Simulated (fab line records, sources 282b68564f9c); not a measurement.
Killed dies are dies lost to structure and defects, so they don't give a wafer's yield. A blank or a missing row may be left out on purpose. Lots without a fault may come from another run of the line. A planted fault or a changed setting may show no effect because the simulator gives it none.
Which tool did it? | flow rit_cmos | 13 lots, 39 wafers sampled, at 3 steps of a route of 202

WHAT THE GAUGES READ, wafer by wafer
RIT_GATE_THK_MEAS_09.
lot  | measured    | on            | GATE_POLY_THK (nm)
L782 | day 2 19:20 | film_metro-01 | 252.5 251.0 254.1
L783 | day 2 23:09 | film_metro-04 | 250.2 250.5 251.4
L784 | day 2 23:10 | film_metro-01 | 250.3 248.3 249.4
L785 | day 3 09:05 | film_metro-03 | 252.1 250.1 253.2
L786 | day 3 13:47 | film_metro-03 | 250.3 248.5 248.4
L787 | day 3 19:08 | film_metro-04 | 252.3 251.5 251.7
L789 | day 4 03:35 | film_metro-04 | 251.9 253.4 254.8
L794 | day 5 04:39 | film_metro-04 | 251.9 250.5 249.9
L796 | day 5 12:51 | film_metro-04 | 249.7 248.3 249.7
L797 | day 5 20:53 | film_metro-04 | 249.2 250.2 249.4
L800 | day 6 08:41 | film_metro-04 | 248.6 247.2 248.2
L801 | day 6 11:37 | film_metro-01 | 249.7 248.6 246.8
L804 | day 7 05:51 | film_metro-04 | 247.1 249.3 249.4

WHICH TOOL RAN EACH LOT (tool, then ch and the chambers of the sampled wafers, then the start)
lot  | RIT_FOX1_WET_ETCH_02           | RIT_PWELL_STRIP_09
L782 | wet_bench-02 ch 0, day 1 18:31 | plasma_asher-04 ch 0,1, day 1 23:46
L783 | wet_bench-03 ch 1, day 2 02:10 | plasma_asher-04 ch 0,1, day 2 08:50
L784 | wet_bench-03 ch 1, day 2 03:31 | plasma_asher-01 ch 0,1, day 2 09:25
L785 | wet_bench-01 ch 0, day 2 10:43 | plasma_asher-04 ch 0,1, day 2 19:44
L786 | wet_bench-02 ch 0, day 2 17:28 | plasma_asher-02 ch 0,1, day 2 22:46
L787 | wet_bench-02 ch 1, day 2 23:34 | plasma_asher-01 ch 0,1, day 3 06:19
L789 | wet_bench-03 ch 1, day 3 05:35 | plasma_asher-01 ch 0,1, day 3 11:16
L794 | wet_bench-03 ch 2, day 4 07:40 | plasma_asher-01 ch 0,1, day 4 13:44
L796 | wet_bench-02 ch 1, day 4 16:24 | plasma_asher-01 ch 0,1, day 4 22:31
L797 | wet_bench-02 ch 2, day 4 22:28 | plasma_asher-04 ch 0,1, day 5 04:47
L800 | wet_bench-02 ch 0, day 5 11:44 | plasma_asher-04 ch 0,1, day 5 16:58
L801 | wet_bench-02 ch 3, day 5 17:39 | plasma_asher-01 ch 1, day 5 23:13
L804 | wet_bench-01 ch 0, day 6 09:04 | plasma_asher-01 ch 0, day 6 14:42
- RIT_FOX1_WET_ETCH_02: etches SiO2 in BOE, target depth 350 nm, time 390 s.
- RIT_PWELL_STRIP_09: strips in O2, time 180 s.

WHAT THE TOOLS THEMSELVES READ (means of the sampled wafers that have a number; where no wafer has one, the mark that the record gives instead)
RIT_PWELL_STRIP_09.
lot  | tool            | drypump_motor_current_A (A)
L782 | plasma_asher-04 | 5.9
L783 | plasma_asher-04 | 5.8
L784 | plasma_asher-01 | 5.5
L785 | plasma_asher-04 | 6.1
L786 | plasma_asher-02 | 5.8
L787 | plasma_asher-01 | 5.6
L789 | plasma_asher-01 | 5.6
L794 | plasma_asher-01 | 5.7
L796 | plasma_asher-01 | 5.4
L797 | plasma_asher-04 | 6.1
L800 | plasma_asher-04 | 5.9
L801 | plasma_asher-01 | 5.4
L804 | plasma_asher-01 | 5.8

THE ANSWER, worked out from the rows above alone
Rule: what is usual is taken from the lots themselves. Put in order of their means at a reading, lots are off if they are a third of the lots or fewer, leave a main group of 4 or more, and stand apart from it by a gap of 3 or more times the standard deviation of the main group's means; of several such gaps the widest counts. A main group whose means are all the same, to the digits that the tables above print for the reading, isn't used. A lot without any number at a reading at which 4 lots or more have one is off too. The other lots that the step has rows for count as sound. The gauges are gone through in route order, then the tools' own readings, and for those a lot's mean is taken as printed above. The first step at which some lot is off is used, and at that step the reading that is off furthest; a lot without a number counts as furthest.
No lot is off at any reading shown: from this, nothing can be told.

WHAT THE SIMULATOR HAD PUT IN
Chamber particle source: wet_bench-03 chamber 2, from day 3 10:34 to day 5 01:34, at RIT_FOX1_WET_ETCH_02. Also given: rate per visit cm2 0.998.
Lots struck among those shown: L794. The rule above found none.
